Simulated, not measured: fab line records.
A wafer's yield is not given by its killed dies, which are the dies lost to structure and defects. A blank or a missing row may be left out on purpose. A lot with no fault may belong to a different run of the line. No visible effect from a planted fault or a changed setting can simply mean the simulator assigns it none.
A struck lot beside a sound one :: flow rit cmos :: 21 out of 202 route steps
Sound: wafers L965.2, L965.4, L965.5. Wafers struck: L971.2, L971.5, L971.6. The cause is given at the end.
Each step with rows lists, per side, the tool, then ch with its chambers, then its first start. Under that, the readings that differ: sound wafers :: struck wafers :: difference of the means :: sigmas: that difference in standard deviations of wafers without a fault.
alike: readings with means less than 2 such deviations apart, plus words and numbers identical on both sides. not compared: withheld readings, readings lacking a value on some wafer, bounds such as >300 that could conceal the same value, and numbers that have no deviation in the record and whose values overlap.
A row with sigmas, a row that says differs or no value, or rows on one side alone: a step with any of these is where the two part. Numbers that don't overlap but have no deviation are shown without sigmas and don't part them. Lack of a reading on every wafer of one side parts them only where that side has two or more wafers.

first, 3 steps without rows for these wafers: RIT_GATE_CLEAN_02 (cleans in dHF, time 30 s); RIT_GATE_CLEAN_03 (cleans in SC2, time 600 s); RIT_GATE_CLEAN_04 (cleans in dHF, time 61.06 s).
RIT_FOX2_THK_MEAS_91:
  sound on film metro-03 at day 4 17:22; struck on film metro-03 at day 5 22:46
  alike: FIELD_OXIDE_LEFT_2_THK
then, 2 steps without rows for these wafers: RIT_GATE_OXIDATION_05 (target thk 3 nm, ox time 270 s); RIT_GATE_ANNEAL_06 (time 600 s).
RIT_GATE_THK_MEAS_07:
  sound on film metro-02 at day 4 20:18; struck on film metro-02 at day 6 00:32
  alike: GATE_OXIDE_THK
then, 1 step without rows for these wafers: RIT_GATE_CVD_08 (deposits poly-Si from SiH4, target thk 250 nm, time 2220 s).
RIT_GATE_THK_MEAS_09:
  sound on film metro-04 at day 4 21:58; struck on film metro-04 at day 6 02:13
  alike: GATE_POLY_THK
then, 3 steps without rows for these wafers: RIT_GATE_HMDS_10 (prime time 60 s); RIT_GATE_COAT_11 (resist thk 850 nm); RIT_GATE_SOFTBAKE_12 (time 60 s).
RIT_GATE_EXPOSE_13: exposes mask M6, target cd 150 nm.
  sound on iline stepper-02 ch 0, day 4 22:37; struck on iline stepper-01 ch 0, day 6 02:52
reading: exposure dose mJ cm2
sound: 379.6 379.6 380.4
struck: 350.7 350.0 350.0
difference: -29.6
sigmas: -87
  alike: mask, focus offset nm
then, 2 steps without rows for these wafers: RIT_GATE_PEB_14; RIT_GATE_DEVELOP_15 (develop time 50 s).
RIT_GATE_CD_MEAS_16 targets a cd of 150 nm.
  sound on cd sem-02 at day 4 23:01; struck on cd sem-01 at day 6 03:33
reading: cd nm (nm)
sound: 148.9 150.6 148.4
struck: 190.0 190.4 189.8
difference: +40.8
sigmas: +16
  not compared: hold
RIT_GATE_OVL_MEAS_17:
  sound on overlay-02 at day 4 23:08; struck on overlay-02 at day 6 05:34
reading: hold
sound: - - -
struck: await dispo/1.9h/release await dispo/1.9h/release await dispo/1.9h/release
difference: no value on the sound wafers
sigmas: 
  alike: GATE_OVL
then, 1 step without rows for these wafers: RIT_GATE_HARDBAKE_18 (time 60 s).
RIT_GATE_ETCH_19: etches poly-Si in SF6/CHF3/O2, stops on SiO2, time 165 s, target depth 312.5 nm.
  sound on rie si-02 ch 0,1, day 4 23:19; struck on rie si-02 ch 1,2, day 6 05:49
reading: model.GATE.cd nm (nm)
sound: 148.9 150.7 148.8
struck: 190 190.6 189.7
difference: +41
sigmas: 
  alike: drypump motor current A, oes product au, throttle valve pct
  not compared: rf hours counter h
RIT_GATE_STRIP_20: strips in O2, time 180 s.
  sound on plasma asher-04 ch 0,1, day 4 23:25; struck on plasma asher-03 ch 0,1, day 6 05:56
  alike: drypump motor current A
  not compared: rf hours counter h
RIT_M1_PROBE_99:
  sound on prober-02 at day 5 19:17; struck on prober-02 at day 7 07:33
reading: hold
sound: - - -
struck: await dispo/2.8h/scrap await dispo/2.8h/scrap await dispo/2.8h/scrap
difference: no value on the sound wafers
sigmas: 

reading: killed at front end
sound: 7 9 7
struck: 263 264 264
difference: +256
sigmas: +91

reading: killed dies
sound: 7 9 7
struck: 263 264 264
difference: +256
sigmas: +91

reading: killed on rim
sound: 4 2 3
struck: 69 70 70
difference: +67
sigmas: +51
  alike: killed open, killed short

== WHERE THEY PART ==
First at RIT_GATE_EXPOSE_13; last, within this record, at RIT_M1_PROBE_99.

WHY: whatever the simulator had introduced
Process parameters drifting: iline stepper-01 at RIT_GATE_EXPOSE_13, beginning at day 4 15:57. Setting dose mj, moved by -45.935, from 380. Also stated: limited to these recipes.
